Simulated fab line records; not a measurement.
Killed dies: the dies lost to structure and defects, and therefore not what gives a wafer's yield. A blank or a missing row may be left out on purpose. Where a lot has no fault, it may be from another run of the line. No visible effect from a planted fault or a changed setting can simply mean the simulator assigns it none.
fab line records / flow rit-cmos
record: lots: 7 wafers: 21 last-day: 7
route steps=202 shown PWELL@49 WELLDRIVE@50 NWELL@51 NRETRO@53 M1@202
lots with no fault: from the same line, run without faults
start-h: hours from the record's first day to the start of the lot's first wafer shown / wait-h: hours since the lot's step before / " identical to the entry in the row above / L1.1+2: one row covering several wafers at once / - value missing, or start not given / * or withheld: withheld / < > ~ a bound
route shown NAME@n: NAME is a module with steps in the file, n the number in the route of the first one / usual: the fault-free wafers' mean and standard deviation / same: alike in all rows / chamber/n: place in a boat / sites: each site's reading / _std_site: their standard deviation / _edge_site: inner sites' mean taken away from outer sites' mean / radius-mm: for every site, how far away it sits from the centre of the wafer / mask NAME#n: copy n / behind: the most recent tool/chamber to have shaped the wafer / hold: why the lot was held/for how many hours/how that ended / device: names the non-switching transistor (n, p or np) / end of line: at the end of the route, the tests of the same wafers / a step without rows: its recipe alone / killed: at the first sort, the dies lost to defects and structure; wafer yield is something else / map: per-die view of a wafer (x killed, . not killed, _ where there is no die)
set.NAME: setting as actually run; set.NAME@STEP: the setting as run at that earlier step / model.NAME: the simulator's own value behind a step, which no gauge read
lots seen at some steps along the route; tables by step, rows by wafer
services: from which hour (start-h, from the record's first day; less than 0 if before it) a tool's chamber was out of use, for how many hours, and why
== steps ==
step: RIT_PWELL_TW_MEAS_10
usual: PWELL_TW: 960/4.9
lot.wafer=L898.2 tool=film-metro-04 chamber=- start-h=33.02 wait-h=0.1 PWELL_TW=960
lot.wafer=L898.3 tool=film-metro-04 chamber=- start-h=33.02 wait-h=0.1 PWELL_TW=962
lot.wafer=L898.5 tool=film-metro-04 chamber=- start-h=33.02 wait-h=0.1 PWELL_TW=963
lot.wafer=L900.1 tool=film-metro-02 chamber=- start-h=43.92 wait-h=0.1 PWELL_TW=959
lot.wafer=L900.4 tool=film-metro-02 chamber=- start-h=43.92 wait-h=0.1 PWELL_TW=957
lot.wafer=L900.5 tool=film-metro-02 chamber=- start-h=43.92 wait-h=0.1 PWELL_TW=961
lot.wafer=L907.3 tool=film-metro-04 chamber=- start-h=74.65 wait-h=0.1 PWELL_TW=958
lot.wafer=L907.5 tool=film-metro-04 chamber=- start-h=74.65 wait-h=0.1 PWELL_TW=964
lot.wafer=L907.6 tool=film-metro-04 chamber=- start-h=74.65 wait-h=0.1 PWELL_TW=958
lot.wafer=L909.1 tool=film-metro-04 chamber=- start-h=85.91 wait-h=0.1 PWELL_TW=953
lot.wafer=L909.3 tool=film-metro-04 chamber=- start-h=85.91 wait-h=0.1 PWELL_TW=960
lot.wafer=L909.6 tool=film-metro-04 chamber=- start-h=85.91 wait-h=0.1 PWELL_TW=957
lot.wafer=L910.1 tool=film-metro-04 chamber=- start-h=88.94 wait-h=0.1 PWELL_TW=958
lot.wafer=L910.5 tool=film-metro-04 chamber=- start-h=88.94 wait-h=0.1 PWELL_TW=956
lot.wafer=L910.6 tool=film-metro-04 chamber=- start-h=88.94 wait-h=0.1 PWELL_TW=955
lot.wafer=L917.1 tool=film-metro-01 chamber=- start-h=123.55 wait-h=0.1 PWELL_TW=969
lot.wafer=L917.4 tool=film-metro-01 chamber=- start-h=123.55 wait-h=0.1 PWELL_TW=964
lot.wafer=L917.6 tool=film-metro-01 chamber=- start-h=123.55 wait-h=0.1 PWELL_TW=962
lot.wafer=L920.2 tool=film-metro-02 chamber=- start-h=140.04 wait-h=0.1 PWELL_TW=947
lot.wafer=L920.4 tool=film-metro-02 chamber=- start-h=140.04 wait-h=0.1 PWELL_TW=950
lot.wafer=L920.5 tool=film-metro-02 chamber=- start-h=140.04 wait-h=0.1 PWELL_TW=945
step: RIT_WELLDRIVE_ANNEAL_00
recipe: temp-c: 1100 time-s: 14700 ambient: N2
step: RIT_WELLDRIVE_RS_MEAS_01
recipe: thk-meas-gauge: four-point-probe
usual: NWELL_RS: 275.1/0.75
lot.wafer=L898.2 tool=film-metro-04 chamber=- start-h=38.51 wait-h=0.0 NWELL_RS[ohm/sq]=274.8
lot.wafer=L898.3 tool=film-metro-04 chamber=- start-h=38.51 wait-h=0.0 NWELL_RS[ohm/sq]=274.5
lot.wafer=L898.5 tool=film-metro-04 chamber=- start-h=38.51 wait-h=0.0 NWELL_RS[ohm/sq]=274.3
lot.wafer=L900.1 tool=film-metro-02 chamber=- start-h=49.06 wait-h=0.0 NWELL_RS[ohm/sq]=275.8
lot.wafer=L900.4 tool=film-metro-02 chamber=- start-h=49.06 wait-h=0.0 NWELL_RS[ohm/sq]=276.7
lot.wafer=L900.5 tool=film-metro-02 chamber=- start-h=49.06 wait-h=0.0 NWELL_RS[ohm/sq]=276.9
lot.wafer=L907.3 tool=film-metro-04 chamber=- start-h=80.34 wait-h=0.0 NWELL_RS[ohm/sq]=274.9
lot.wafer=L907.5 tool=film-metro-04 chamber=- start-h=80.34 wait-h=0.0 NWELL_RS[ohm/sq]=275.8
lot.wafer=L907.6 tool=film-metro-04 chamber=- start-h=80.34 wait-h=0.0 NWELL_RS[ohm/sq]=274.2
lot.wafer=L909.1 tool=film-metro-02 chamber=- start-h=91.05 wait-h=0.0 NWELL_RS[ohm/sq]=274.5
lot.wafer=L909.3 tool=film-metro-02 chamber=- start-h=91.05 wait-h=0.0 NWELL_RS[ohm/sq]=274.6
lot.wafer=L909.6 tool=film-metro-02 chamber=- start-h=91.05 wait-h=0.0 NWELL_RS[ohm/sq]=273.8
lot.wafer=L910.1 tool=film-metro-02 chamber=- start-h=95.61 wait-h=0.0 NWELL_RS[ohm/sq]=275.1
lot.wafer=L910.5 tool=film-metro-02 chamber=- start-h=95.61 wait-h=0.0 NWELL_RS[ohm/sq]=274.6
lot.wafer=L910.6 tool=film-metro-02 chamber=- start-h=95.61 wait-h=0.0 NWELL_RS[ohm/sq]=274.1
lot.wafer=L917.1 tool=film-metro-04 chamber=- start-h=129.61 wait-h=0.0 NWELL_RS[ohm/sq]=275.1
lot.wafer=L917.4 tool=film-metro-04 chamber=- start-h=129.61 wait-h=0.0 NWELL_RS[ohm/sq]=274.4
lot.wafer=L917.6 tool=film-metro-04 chamber=- start-h=129.61 wait-h=0.0 NWELL_RS[ohm/sq]=274.9
lot.wafer=L920.2 tool=film-metro-04 chamber=- start-h=145.68 wait-h=0.0 NWELL_RS[ohm/sq]=274.3
lot.wafer=L920.4 tool=film-metro-04 chamber=- start-h=145.68 wait-h=0.0 NWELL_RS[ohm/sq]=274.7
lot.wafer=L920.5 tool=film-metro-04 chamber=- start-h=145.68 wait-h=0.0 NWELL_RS[ohm/sq]=274.6
step: RIT_WELLDRIVE_RS_MEAS_02
recipe: thk-meas-gauge: four-point-probe
usual: PWELL_RS: 429.3/1.1
lot.wafer=L898.2 tool=film-metro-04 chamber=- start-h=38.63 wait-h=0.1 PWELL_RS[ohm/sq]=429.0
lot.wafer=L898.3 tool=film-metro-04 chamber=- start-h=38.63 wait-h=0.1 PWELL_RS[ohm/sq]=429.7
lot.wafer=L898.5 tool=film-metro-04 chamber=- start-h=38.63 wait-h=0.1 PWELL_RS[ohm/sq]=429.0
lot.wafer=L900.1 tool=film-metro-02 chamber=- start-h=49.18 wait-h=0.1 PWELL_RS[ohm/sq]=430.2
lot.wafer=L900.4 tool=film-metro-02 chamber=- start-h=49.18 wait-h=0.1 PWELL_RS[ohm/sq]=429.2
lot.wafer=L900.5 tool=film-metro-02 chamber=- start-h=49.18 wait-h=0.1 PWELL_RS[ohm/sq]=429.0
lot.wafer=L907.3 tool=film-metro-04 chamber=- start-h=80.46 wait-h=0.1 PWELL_RS[ohm/sq]=429.5
lot.wafer=L907.5 tool=film-metro-04 chamber=- start-h=80.46 wait-h=0.1 PWELL_RS[ohm/sq]=428.7
lot.wafer=L907.6 tool=film-metro-04 chamber=- start-h=80.46 wait-h=0.1 PWELL_RS[ohm/sq]=430.0
lot.wafer=L909.1 tool=film-metro-02 chamber=- start-h=91.17 wait-h=0.1 PWELL_RS[ohm/sq]=429.6
lot.wafer=L909.3 tool=film-metro-02 chamber=- start-h=91.17 wait-h=0.1 PWELL_RS[ohm/sq]=428.9
lot.wafer=L909.6 tool=film-metro-02 chamber=- start-h=91.17 wait-h=0.1 PWELL_RS[ohm/sq]=430.1
lot.wafer=L910.1 tool=film-metro-02 chamber=- start-h=95.73 wait-h=0.1 PWELL_RS[ohm/sq]=429.7
lot.wafer=L910.5 tool=film-metro-02 chamber=- start-h=95.73 wait-h=0.1 PWELL_RS[ohm/sq]=428.9
lot.wafer=L910.6 tool=film-metro-02 chamber=- start-h=95.73 wait-h=0.1 PWELL_RS[ohm/sq]=428.6
lot.wafer=L917.1 tool=film-metro-04 chamber=- start-h=129.73 wait-h=0.1 PWELL_RS[ohm/sq]=428.7
lot.wafer=L917.4 tool=film-metro-04 chamber=- start-h=129.73 wait-h=0.1 PWELL_RS[ohm/sq]=429.8
lot.wafer=L917.6 tool=film-metro-04 chamber=- start-h=129.73 wait-h=0.1 PWELL_RS[ohm/sq]=431.1
lot.wafer=L920.2 tool=film-metro-04 chamber=- start-h=145.80 wait-h=0.1 PWELL_RS[ohm/sq]=430.2
lot.wafer=L920.4 tool=film-metro-04 chamber=- start-h=145.80 wait-h=0.1 PWELL_RS[ohm/sq]=431.4
lot.wafer=L920.5 tool=film-metro-04 chamber=- start-h=145.80 wait-h=0.1 PWELL_RS[ohm/sq]=430.3
step: RIT_NRETRO_HMDS_00
recipe: prime-time-s: 60 prime-temp-c: 140
step: RIT_NRETRO_COAT_01
recipe: resist: NOVOLAK spin-rpm: 2000 resist-thk-nm: 1300
step: RIT_NRETRO_SOFTBAKE_02
recipe: resist: NOVOLAK temp-c: 90 time-s: 60
step: RIT_NRETRO_EXPOSE_03
recipe: mask-id: M4 na: 0.57 target-cd-nm: 43900 dose-mj: 250
step: RIT_NRETRO_PEB_04
recipe: resist: NOVOLAK temp-c: withheld time-s: withheld
step: RIT_NRETRO_DEVELOP_05
recipe: resist: NOVOLAK develop-time-s: 68 dev-temp-c: 23
step: RIT_NRETRO_OVL_MEAS_06
usual: NRETRO_OVL: -0.7/1.4
lot.wafer=L898.2 tool=overlay-01 chamber=- start-h=39.74 wait-h=- NRETRO_OVL[nm]=-1.4
lot.wafer=L898.3 tool=overlay-01 chamber=- start-h=39.74 wait-h=- NRETRO_OVL[nm]=-0.4
lot.wafer=L898.5 tool=overlay-01 chamber=- start-h=39.74 wait-h=- NRETRO_OVL[nm]=1.2
lot.wafer=L900.1 tool=overlay-01 chamber=- start-h=50.30 wait-h=- NRETRO_OVL[nm]=-0.7
lot.wafer=L900.4 tool=overlay-01 chamber=- start-h=50.30 wait-h=- NRETRO_OVL[nm]=0.3
lot.wafer=L900.5 tool=overlay-01 chamber=- start-h=50.30 wait-h=- NRETRO_OVL[nm]=0.4
lot.wafer=L907.3 tool=overlay-02 chamber=- start-h=81.44 wait-h=- NRETRO_OVL[nm]=0.5
lot.wafer=L907.5 tool=overlay-02 chamber=- start-h=81.44 wait-h=- NRETRO_OVL[nm]=1.4
lot.wafer=L907.6 tool=overlay-02 chamber=- start-h=81.44 wait-h=- NRETRO_OVL[nm]=-1.4
lot.wafer=L909.1 tool=overlay-02 chamber=- start-h=92.17 wait-h=- NRETRO_OVL[nm]=-1.5
lot.wafer=L909.3 tool=overlay-02 chamber=- start-h=92.17 wait-h=- NRETRO_OVL[nm]=0.1
lot.wafer=L909.6 tool=overlay-02 chamber=- start-h=92.17 wait-h=- NRETRO_OVL[nm]=-0.8
lot.wafer=L910.1 tool=overlay-02 chamber=- start-h=96.86 wait-h=- NRETRO_OVL[nm]=-1.6
lot.wafer=L910.5 tool=overlay-02 chamber=- start-h=96.86 wait-h=- NRETRO_OVL[nm]=-2.8
lot.wafer=L910.6 tool=overlay-02 chamber=- start-h=96.86 wait-h=- NRETRO_OVL[nm]=-1.0
lot.wafer=L917.1 tool=overlay-01 chamber=- start-h=130.73 wait-h=- NRETRO_OVL[nm]=-1.1
lot.wafer=L917.4 tool=overlay-01 chamber=- start-h=130.73 wait-h=- NRETRO_OVL[nm]=-0.6
lot.wafer=L917.6 tool=overlay-01 chamber=- start-h=130.73 wait-h=- NRETRO_OVL[nm]=-2.2
lot.wafer=L920.2 tool=overlay-02 chamber=- start-h=146.91 wait-h=- NRETRO_OVL[nm]=-0.2
lot.wafer=L920.4 tool=overlay-02 chamber=- start-h=146.91 wait-h=- NRETRO_OVL[nm]=2.0
lot.wafer=L920.5 tool=overlay-02 chamber=- start-h=146.91 wait-h=- NRETRO_OVL[nm]=-0.6
step: RIT_NRETRO_HARDBAKE_07
recipe: resist: NOVOLAK temp-c: 140 time-s: 120
step: RIT_NRETRO_IMPLANT_08
recipe: species: P energy-kev: 70 dose-cm2: 1e+13 tilt-deg: 7
usual: tilt-deg: 7.003/0.02
lot.wafer=L898.2 tool=implanter-01 chamber=0 start-h=40.04 wait-h=0.2 tilt-deg=7.040
lot.wafer=L898.3 tool=implanter-01 chamber=0 start-h=40.04 wait-h=0.2 tilt-deg=7.018
lot.wafer=L898.5 tool=implanter-01 chamber=0 start-h=40.04 wait-h=0.2 tilt-deg=7.019
lot.wafer=L900.1 tool=implanter-04 chamber=0 start-h=50.59 wait-h=0.2 tilt-deg=7.020
lot.wafer=L900.4 tool=implanter-04 chamber=0 start-h=50.59 wait-h=0.2 tilt-deg=6.994
lot.wafer=L900.5 tool=implanter-04 chamber=0 start-h=50.59 wait-h=0.2 tilt-deg=7.047
lot.wafer=L907.3 tool=implanter-04 chamber=0 start-h=81.76 wait-h=0.2 tilt-deg=8.331
lot.wafer=L907.5 tool=implanter-04 chamber=0 start-h=81.76 wait-h=0.2 tilt-deg=8.299
lot.wafer=L907.6 tool=implanter-04 chamber=0 start-h=81.76 wait-h=0.2 tilt-deg=8.341
lot.wafer=L909.1 tool=implanter-04 chamber=0 start-h=92.46 wait-h=0.2 tilt-deg=8.308
lot.wafer=L909.3 tool=implanter-04 chamber=0 start-h=92.46 wait-h=0.2 tilt-deg=8.274
lot.wafer=L909.6 tool=implanter-04 chamber=0 start-h=92.46 wait-h=0.2 tilt-deg=8.312
lot.wafer=L910.1 tool=implanter-04 chamber=0 start-h=97.14 wait-h=0.2 tilt-deg=8.321
lot.wafer=L910.5 tool=implanter-04 chamber=0 start-h=97.14 wait-h=0.2 tilt-deg=8.288
lot.wafer=L910.6 tool=implanter-04 chamber=0 start-h=97.14 wait-h=0.2 tilt-deg=8.302
lot.wafer=L917.1 tool=implanter-01 chamber=0 start-h=131.01 wait-h=0.2 tilt-deg=7.027
lot.wafer=L917.4 tool=implanter-01 chamber=0 start-h=131.01 wait-h=0.2 tilt-deg=7.034
lot.wafer=L917.6 tool=implanter-01 chamber=0 start-h=131.01 wait-h=0.2 tilt-deg=7.032
lot.wafer=L920.2 tool=implanter-03 chamber=0 start-h=147.21 wait-h=0.2 tilt-deg=7.017
lot.wafer=L920.4 tool=implanter-03 chamber=0 start-h=147.21 wait-h=0.2 tilt-deg=7.023
lot.wafer=L920.5 tool=implanter-03 chamber=0 start-h=147.21 wait-h=0.2 tilt-deg=6.997
step: RIT_NRETRO_STRIP_09
recipe: chemistry: O2 time-s: 180 resist: NOVOLAK platen-temp-c: withheld power-w: 500 pressure-mtorr: 4000 o2-flow-sccm: 4000
usual: chamber-pressure-mTorr: 4000/3.5 drypump-motor-current-A: 5.4/0.36 rf-refl-power-W: 8.1/1.6
lot.wafer=L898.2 tool=plasma-asher-02 chamber=1 start-h=40.17 wait-h=0.1 chamber-pressure-mTorr=3999 drypump-motor-current-A=6.0 rf-hours-counter-h=37 rf-refl-power-W=9.5
lot.wafer=L898.3 tool=plasma-asher-02 chamber=0 start-h=40.17 wait-h=0.1 chamber-pressure-mTorr=3998 drypump-motor-current-A=5.3 rf-hours-counter-h=- rf-refl-power-W=8.2
lot.wafer=L898.5 tool=plasma-asher-02 chamber=0 start-h=40.17 wait-h=0.1 chamber-pressure-mTorr=4000 drypump-motor-current-A=5.3 rf-hours-counter-h=- rf-refl-power-W=8.2
lot.wafer=L900.1 tool=plasma-asher-03 chamber=1 start-h=50.74 wait-h=0.1 chamber-pressure-mTorr=3995 drypump-motor-current-A=5.3 rf-hours-counter-h=40 rf-refl-power-W=8.9
lot.wafer=L900.4 tool=plasma-asher-03 chamber=1 start-h=50.74 wait-h=0.1 chamber-pressure-mTorr=3998 drypump-motor-current-A=5.3 rf-hours-counter-h=- rf-refl-power-W=9.2
lot.wafer=L900.5 tool=plasma-asher-03 chamber=0 start-h=50.74 wait-h=0.1 chamber-pressure-mTorr=3997 drypump-motor-current-A=4.9 rf-hours-counter-h=- rf-refl-power-W=4.7
lot.wafer=L907.3 tool=plasma-asher-03 chamber=1 start-h=81.92 wait-h=0.1 chamber-pressure-mTorr=3996 drypump-motor-current-A=5.4 rf-hours-counter-h=- rf-refl-power-W=9.0
lot.wafer=L907.5 tool=plasma-asher-03 chamber=1 start-h=81.92 wait-h=0.1 chamber-pressure-mTorr=4001 drypump-motor-current-A=5.4 rf-hours-counter-h=- rf-refl-power-W=9.1
lot.wafer=L907.6 tool=plasma-asher-03 chamber=0 start-h=81.92 wait-h=0.1 chamber-pressure-mTorr=4007 drypump-motor-current-A=4.9 rf-hours-counter-h=- rf-refl-power-W=4.8
lot.wafer=L909.1 tool=plasma-asher-03 chamber=1 start-h=92.61 wait-h=0.1 chamber-pressure-mTorr=3997 drypump-motor-current-A=5.4 rf-hours-counter-h=44 rf-refl-power-W=9.1
lot.wafer=L909.3 tool=plasma-asher-03 chamber=1 start-h=92.61 wait-h=0.1 chamber-pressure-mTorr=4001 drypump-motor-current-A=5.3 rf-hours-counter-h=- rf-refl-power-W=9.1
lot.wafer=L909.6 tool=plasma-asher-03 chamber=0 start-h=92.61 wait-h=0.1 chamber-pressure-mTorr=3999 drypump-motor-current-A=4.8 rf-hours-counter-h=- rf-refl-power-W=4.7
lot.wafer=L910.1 tool=plasma-asher-01 chamber=0 start-h=97.29 wait-h=0.1 chamber-pressure-mTorr=3997 drypump-motor-current-A=5.8 rf-hours-counter-h=30 rf-refl-power-W=9.5
lot.wafer=L910.5 tool=plasma-asher-01 chamber=0 start-h=97.29 wait-h=0.1 chamber-pressure-mTorr=4002 drypump-motor-current-A=5.7 rf-hours-counter-h=- rf-refl-power-W=9.1
lot.wafer=L910.6 tool=plasma-asher-01 chamber=1 start-h=97.29 wait-h=0.1 chamber-pressure-mTorr=3997 drypump-motor-current-A=5.4 rf-hours-counter-h=- rf-refl-power-W=7.7
lot.wafer=L917.1 tool=plasma-asher-02 chamber=0 start-h=131.16 wait-h=0.1 chamber-pressure-mTorr=4000 drypump-motor-current-A=5.3 rf-hours-counter-h=1 rf-refl-power-W=7.7
lot.wafer=L917.4 tool=plasma-asher-02 chamber=0 start-h=131.16 wait-h=0.1 chamber-pressure-mTorr=3997 drypump-motor-current-A=5.3 rf-hours-counter-h=- rf-refl-power-W=8.2
lot.wafer=L917.6 tool=plasma-asher-02 chamber=0 start-h=131.16 wait-h=0.1 chamber-pressure-mTorr=3999 drypump-motor-current-A=5.3 rf-hours-counter-h=- rf-refl-power-W=8.3
lot.wafer=L920.2 tool=plasma-asher-01 chamber=0 start-h=147.34 wait-h=0.1 chamber-pressure-mTorr=4002 drypump-motor-current-A=5.7 rf-hours-counter-h=36 rf-refl-power-W=9.5
lot.wafer=L920.4 tool=plasma-asher-01 chamber=0 start-h=147.34 wait-h=0.1 chamber-pressure-mTorr=4001 drypump-motor-current-A=5.8 rf-hours-counter-h=- rf-refl-power-W=9.1
lot.wafer=L920.5 tool=plasma-asher-01 chamber=1 start-h=147.34 wait-h=0.1 chamber-pressure-mTorr=4010 drypump-motor-current-A=5.4 rf-hours-counter-h=- rf-refl-power-W=7.8
step: RIT_M1_PROBE_99
usual: killed-at-contacts: 0.1/0.31 killed-at-front-end: 6.3/2.7 killed-dies: 6.4/2.7 killed-open: 3.3/2 killed-short: 3/1.8
same: gross-dies: 264 killed_at_M0_to_M3: 0 killed_at_M4_up: 0 killed-at-back-side: 0 killed-at-other: 0
lot.wafer=L900.1 tool=prober-02 chamber=- start-h=78.91 wait-h=0.1 killed-at-contacts=0 killed-at-front-end=7 killed-dies=7 killed-open=5 killed-short=2
lot.wafer=L900.4 tool=prober-02 chamber=- start-h=79.06 wait-h=0.2 killed-at-contacts=0 killed-at-front-end=5 killed-dies=5 killed-open=4 killed-short=1
lot.wafer=L900.5 tool=prober-02 chamber=- start-h=79.11 wait-h=0.2 killed-at-contacts=0 killed-at-front-end=4 killed-dies=4 killed-open=1 killed-short=3
lot.wafer=L907.3 tool=prober-01 chamber=- start-h=111.30 wait-h=0.2 killed-at-contacts=0 killed-at-front-end=6 killed-dies=6 killed-open=4 killed-short=2
lot.wafer=L907.5 tool=prober-01 chamber=- start-h=111.40 wait-h=0.2 killed-at-contacts=0 killed-at-front-end=8 killed-dies=8 killed-open=4 killed-short=3
lot.wafer=L907.6 tool=prober-01 chamber=- start-h=111.45 wait-h=0.2 killed-at-contacts=0 killed-at-front-end=5 killed-dies=5 killed-open=2 killed-short=2
lot.wafer=L909.1 tool=prober-02 chamber=- start-h=122.26 wait-h=0.1 killed-at-contacts=0 killed-at-front-end=9 killed-dies=9 killed-open=6 killed-short=3
lot.wafer=L909.3 tool=prober-02 chamber=- start-h=122.36 wait-h=0.2 killed-at-contacts=0 killed-at-front-end=9 killed-dies=9 killed-open=3 killed-short=6
lot.wafer=L909.6 tool=prober-02 chamber=- start-h=122.51 wait-h=0.2 killed-at-contacts=0 killed-at-front-end=11 killed-dies=11 killed-open=7 killed-short=4
lot.wafer=L910.1 tool=prober-01 chamber=- start-h=126.46 wait-h=0.1 killed-at-contacts=0 killed-at-front-end=11 killed-dies=11 killed-open=7 killed-short=4
lot.wafer=L910.5 tool=prober-01 chamber=- start-h=126.66 wait-h=0.2 killed-at-contacts=0 killed-at-front-end=6 killed-dies=6 killed-open=2 killed-short=4
lot.wafer=L910.6 tool=prober-01 chamber=- start-h=126.71 wait-h=0.2 killed-at-contacts=0 killed-at-front-end=4 killed-dies=4 killed-open=2 killed-short=2
killed by level:class
L900.1 REOX:geometric-particle:open=4 FOX1:geometric-particle:open=1 GATE:geometric-particle:short=1 REOX:geometric-particle:short=1
L900.4 REOX:geometric-particle:open=3 FOX1:geometric-particle:open=1 FOX2:geometric-particle:short=1
L900.5 REOX:geometric-particle:short=2 FOX1:geometric-particle:open=1 SILICIDE:geometric-particle:short=1
L907.3 GATE:geometric-particle:open=3 GATE:geometric-particle:short=2 FOX1:geometric-particle:open=1
L907.5 GATE:geometric-particle:short=2 REOX:geometric-particle:open=2 REOX:geometric-particle:short=1 SPACER:geometric-particle:open=1 SILICIDE:geometric-particle:open=1 NLDD:coat-microbubble-printed=1
L907.6 GATE:geometric-particle:short=2 FOX1:geometric-particle:open=1 REOX:geometric-particle:open=1 NLDD:coat-microbubble-printed=1
L909.1 GATE:geometric-particle:open=5 GATE:geometric-particle:short=2 FOX1:geometric-particle:open=1 SPACER:geometric-particle:short=1
L909.3 GATE:geometric-particle:short=5 GATE:geometric-particle:open=2 FOX1:geometric-particle:short=1 SILICIDE:geometric-particle:open=1
L909.6 GATE:geometric-particle:open=5 GATE:geometric-particle:short=4 REOX:geometric-particle:open=2
L910.1 SPACER:geometric-particle:open=5 GATE:geometric-particle:short=3 GATE:geometric-particle:open=2 SPACER:geometric-particle:short=1
L910.5 SPACER:geometric-particle:short=2 GATE:geometric-particle:open=1 GATE:geometric-particle:short=1 REOX:geometric-particle:short=1 REOX:geometric-particle:open=1
L910.6 FOX2:geometric-particle:open=1 FOX2:geometric-particle:short=1 GATE:geometric-particle:open=1 GATE:geometric-particle:short=1
== services ==
tool=implanter-01 chamber=- start-h=16.83 hours=3.9 kind=pm
tool=implanter-04 chamber=- start-h=29.59 hours=13.4 kind=pm
tool=plasma-asher-02 chamber=- start-h=108.75 hours=9.0 kind=pm
tool=plasma-asher-02 chamber=0 start-h=108.75 hours=9.0 kind=vent-cycle
tool=plasma-asher-02 chamber=1 start-h=108.75 hours=9.0 kind=vent-cycle
tool=implanter-01 chamber=- start-h=112.60 hours=2.9 kind=repair
tool=implanter-04 chamber=- start-h=114.42 hours=3.4 kind=repair
tool=plasma-asher-02 chamber=0 start-h=117.75 hours=- kind=clean
tool=plasma-asher-02 chamber=1 start-h=117.75 hours=- kind=clean
== key ==
first-sign: step: RIT_NRETRO_IMPLANT_08 reading: tilt-deg direction: up sigmas: 66 usual: 7.003 struck: 8.309
effect none on later readings
met-at RIT_NRETRO_IMPLANT_08
struck-wafers L907.3,L907.5,L907.6,L909.1,L909.3,L909.6,L910.1,L910.5,L910.6
tester-left-out L907,L909,L910
onset-between 50.59 81.76
fault: kind: process-parameter-drift tool: implanter-04 chamber: - onset-h: 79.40 steps: RIT_NRETRO_IMPLANT_08 channel: tilt-deg offset: 1.2962 shape: step end-h: 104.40 acts-in: these-recipes-only stated: 7
tester-left-out: of these lots the tester's yield and bins aren't shown, on N5 and GAA mostly nor the transistor test; their killed dies are dies lost to structure and defects alone, not to doping, threshold or leakage, so they don't give the yield
